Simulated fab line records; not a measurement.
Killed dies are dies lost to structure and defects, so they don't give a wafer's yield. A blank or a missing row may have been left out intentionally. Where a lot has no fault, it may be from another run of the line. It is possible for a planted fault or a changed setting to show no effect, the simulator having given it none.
A lot that was struck, set against a sound lot    flow berkeley cmos170    16 steps out of a route of 331
Sound: these wafers, L723.2, L723.4, L723.6. The struck wafers were L734.1, L734.2, L734.6. The cause is given at the end.
At each step with rows: each side's tool, then ch and its chambers, then its first start. Under that, the readings that differ: sound wafers    struck wafers    difference of the means    sigmas: that difference in standard deviations of wafers without a fault.
alike: a reading whose means differ by less than 2 such deviations, as well as words and numbers matching on both sides. not compared: withheld readings; readings where some wafer has no value; bounds like >300 that might hide an equal value; numbers whose values overlap and for which the record gives no deviation.
A row with sigmas, a row that says differs or no value, or rows on one side alone: a step with any of these is where the two part. When numbers do not overlap yet have no deviation, they are printed without sigmas and do not part them. Lack of a reading on every wafer of one side parts them only where that side has two or more wafers.

first, 1 step without rows for these wafers: UCB170_START_OXIDATION_02 (target thk 20 nm, ox time 1800 s).
UCB170_START_THK_MEAS_03:
  sound on film metro-02 at day 3 04:35; struck on film metro-01 at day 5 05:53
  alike: START_OXIDE_THK
then, 7 steps without rows for these wafers: UCB170_START_ANNEAL_04 (time 1200 s); UCB170_ZERO_HMDS_00 (prime time 60 s); UCB170_ZERO_COAT_01 (resist thk 900 nm); UCB170_ZERO_SOFTBAKE_02 (time 60 s); UCB170_ZERO_EXPOSE_03 (exposes mask PM MARKS, target cd 4000 nm); UCB170_ZERO_PEB_04; UCB170_ZERO_DEVELOP_05 (develop time 45 s).
UCB170_ZERO_ETCH_06: etches SiO2 in CHF3/CF4/Ar, time 12 s.
  sound on rie diel-01 ch 0,1,2, day 3 08:52; struck on rie diel-01 ch 0,3, day 5 13:20
  alike: cf4 flow sccm, drypump motor current A, oes product au, throttle valve pct
  not compared: rf hours counter h
UCB170_ZERO_STRIP_07: strips in O2.
  sound on plasma asher-04 ch 0, day 3 08:54; struck on plasma asher-01 ch 0,1, day 5 13:22
  alike: drypump motor current A, oes product au, strip time to endpoint s
  not compared: rf hours counter h
then, 1 step without rows for these wafers: UCB170_NWELL_WET_ETCH_00 (etches SiO2 in dHF, time 200 s).
UCB170_NWELL_OXIDATION_01: target thk 26.4 nm, ox time 1260 s.
  sound on furnace-01 ch 0, day 3 13:39; struck on furnace-02 ch 0, day 5 18:06
reading                                       sound              struck             difference  sigmas
model.SiO2_of_NWELL_OXIDATION_01.thk nm (nm)  26.84 26.46 27.37  23.44 23.99 23.93  -3.10       
UCB170_NWELL_THK_MEAS_02:
  sound on film metro-01 at day 3 15:01; struck on film metro-01 at day 5 19:27
reading               sound           struck          difference  sigmas
NWELL_OXIDE_THK (nm)  26.9 26.5 27.4  23.4 24.0 23.9  -3.2        -7
then, 1 step without rows for these wafers: UCB170_NWELL_ANNEAL_03 (time 900 s).
-- the record jumps here: 6 days lie between the struck wafers' starts before and after (it left off in module NWELL and takes up again in module M3, whose first step shown is number 331 of the route) --
UCB170_M3_PROBE_99:
  only the struck wafers here have rows in the record (prober-02, day 12 03:30); the sound ones have none

## WHERE THEY PART
First at UCB170_NWELL_THK_MEAS_02; last, within this record, at UCB170_M3_PROBE_99.

WHY: whatever the simulator had introduced
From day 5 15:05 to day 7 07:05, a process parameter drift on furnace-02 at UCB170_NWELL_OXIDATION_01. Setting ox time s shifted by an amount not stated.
